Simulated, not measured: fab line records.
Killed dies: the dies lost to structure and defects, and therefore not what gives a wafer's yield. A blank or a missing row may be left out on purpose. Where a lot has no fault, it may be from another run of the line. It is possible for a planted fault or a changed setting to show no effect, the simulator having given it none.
One fault through the eyes of 2 desks + flow berkeley cmos170 + numbers are kept per desk, each desk with only its own; the story behind them comes last

FOR THE TOOL OWNER'S DESK: litho track-01
Per lot that ran on this tool, the mean of the sampled wafers carrying a number, from the tool's own readings at UCB170_M2_SOFTBAKE_11 (time 60 s). Any lot whose mean is over 4 standard deviations away from the usual mean is out of limits and marked OUT; that distance is given in the brackets.
Columns: A = heater power total W at UCB170_M2_SOFTBAKE_11, usual 56.80 W; B = plate temp C at UCB170_M2_SOFTBAKE_11, usual 130.03 C
| lot  | first seen here | A                       | B                |
|------|-----------------|-------------------------|------------------|
| L446 | day 8 01:00     | 56.78                   | 130.06           |
| L448 | day 8 20:00     | 56.82                   | 129.92           |
| L449 | day 9 07:00     | 56.83                   | 129.91           |
| L450 | day 9 08:00     | 56.83                   | 129.93           |
| L461 | day 11 13:00    | 61.32 (+99 or more) OUT | 138.01 (+61) OUT |
| L464 | day 11 21:00    | 61.35 (+99 or more) OUT | 138.01 (+61) OUT |
| L463 | day 12 00:00    | 61.32 (+99 or more) OUT | 138.05 (+62) OUT |
Finding of this desk: L461, L463, L464 out of limits; the first was L461 at day 11 13:00, on heater power total W at UCB170_M2_SOFTBAKE_11. In limits: L446, L448, L449, L450.

FROM THE METROLOGY DESK
Lot by lot, what the gauges showed, no matter which tool ran the lot: averages of those sampled wafers that carry a number. Any lot whose mean is over 4 standard deviations away from the usual mean is out of limits and marked OUT; that distance is given in the brackets.
Columns: A = START_OXIDE_THK at UCB170_START_THK_MEAS_03, usual 19.9 nm; B = cd nm at UCB170_ACTIVE_CD_MEAS_90, usual 1200.5 nm; C = cd nm at UCB170_M2_CD_MEAS_15, usual 699.9 nm
| lot  | first seen here | A    | B      | C                |
|------|-----------------|------|--------|------------------|
| L442 | day 1 12:12     | 19.9 | 1199.9 | 702.7            |
| L444 | day 1 23:59     | 20.3 | 1200.4 | 702.0            |
| L445 | day 2 05:10     | 20.3 | 1200.8 | 698.4            |
| L446 | day 2 08:43     | 20.3 | 1198.2 | 700.7            |
| L448 | day 2 19:12     | 19.0 | 1201.0 | 703.6            |
| L449 | day 3 02:16     | 20.1 | 1200.4 | 700.7            |
| L450 | day 3 06:55     | 20.2 | 1199.4 | 699.0            |
| L453 | day 3 18:49     | 19.3 | 1200.3 | 697.8            |
| L454 | day 4 04:36     | 20.3 | 1199.3 | 697.7            |
| L455 | day 4 08:47     | 19.9 | 1200.2 | 700.3            |
| L456 | day 4 12:02     | 20.5 | 1199.9 | 697.6            |
| L457 | day 4 17:23     | 20.4 | 1201.9 | 699.7            |
| L461 | day 5 13:29     | 19.5 | 1201.3 | 677.2 (-14) OUT  |
| L463 | day 6 01:50     | 19.5 | 1202.6 | 686.0 (-8.7) OUT |
| L464 | day 6 01:50     | 19.7 | 1201.9 | 681.4 (-12) OUT  |
Finding of this desk: L461, L463, L464 out of limits; the first was L461 at day 11 13:54, on cd nm at UCB170_M2_CD_MEAS_15. In limits: L442, L444, L445, L446, L448, L449, L450, L453, L454, L455, L456, L457.

BROUGHT TOGETHER
The tool owner's desk had the chance to raise an alarm at day 11 13:00 on L461, L463, L464.
At day 11 13:54 the metrology desk could have sounded an alarm, on L461, L463, L464.
On litho track-01, each named lot ran UCB170_M2_SOFTBAKE_11.

WHAT THE SIMULATOR HAD INSERTED
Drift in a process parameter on litho track-01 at UCB170_M2_SOFTBAKE_11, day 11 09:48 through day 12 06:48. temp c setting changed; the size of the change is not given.
Shown lots that were struck: L461, L463, L464.
Time in hours from fault onset to the first out-of-limits reading at each desk: tool owner's desk 3, metrology desk 4.
